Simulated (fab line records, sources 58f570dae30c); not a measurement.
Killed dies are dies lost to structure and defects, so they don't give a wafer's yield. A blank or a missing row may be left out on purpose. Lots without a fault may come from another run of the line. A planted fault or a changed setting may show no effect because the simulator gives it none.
Which tool did it? | flow berkeley_cmos170 | 7 lots, 21 wafers sampled, at 2 steps of a route of 331

WHAT THE GAUGES READ, wafer by wafer
UCB170_V1_CD_MEAS_90: target cd 700 nm.
lot  | measured     | on        | cd_nm (nm)
L522 | day 8 19:16  | cd_sem-02 | 701.4 702.6 700.4
L524 | day 9 00:19  | cd_sem-02 | 697.8 699.2 699.0
L528 | day 9 21:34  | cd_sem-02 | 698.2 699.0 697.9
L527 | day 10 03:13 | cd_sem-02 | 699.0 699.0 696.8
L532 | day 11 09:25 | cd_sem-01 | 700.4 701.1 701.8
L537 | day 13 00:25 | cd_sem-02 | 700.0 700.0 700.4
L544 | day 13 13:08 | cd_sem-01 | 701.8 701.0 703.3

WHICH TOOL RAN EACH LOT (tool, then ch and the chambers of the sampled wafers, then the start)
lot  | UCB170_M1_STRIP_13
L522 | plasma_asher-02 ch 0,1, day 8 14:15
L524 | plasma_asher-02 ch 0,1, day 8 18:52
L528 | plasma_asher-04 ch 0,1, day 9 17:40
L527 | plasma_asher-01 ch 0,1, day 9 18:05
L532 | plasma_asher-01 ch 0,1, day 11 05:40
L537 | plasma_asher-04 ch 0,1, day 12 20:33
L544 | plasma_asher-01 ch 0,1, day 13 07:10
- UCB170_M1_STRIP_13: strips in O2.

THE ANSWER, worked out from the rows above alone
Rule: what is usual is taken from the lots themselves. Put in order of their means at a reading, lots are off if they are a third of the lots or fewer, leave a main group of 4 or more, and stand apart from it by a gap of 3 or more times the standard deviation of the main group's means; of several such gaps the widest counts. A main group whose means are all the same, to the digits that the tables above print for the reading, isn't used. A lot without any number at a reading at which 4 lots or more have one is off too. The other lots that the step has rows for count as sound.
No lot is off at any reading shown: from this, nothing can be told.

WHAT THE SIMULATOR HAD PUT IN
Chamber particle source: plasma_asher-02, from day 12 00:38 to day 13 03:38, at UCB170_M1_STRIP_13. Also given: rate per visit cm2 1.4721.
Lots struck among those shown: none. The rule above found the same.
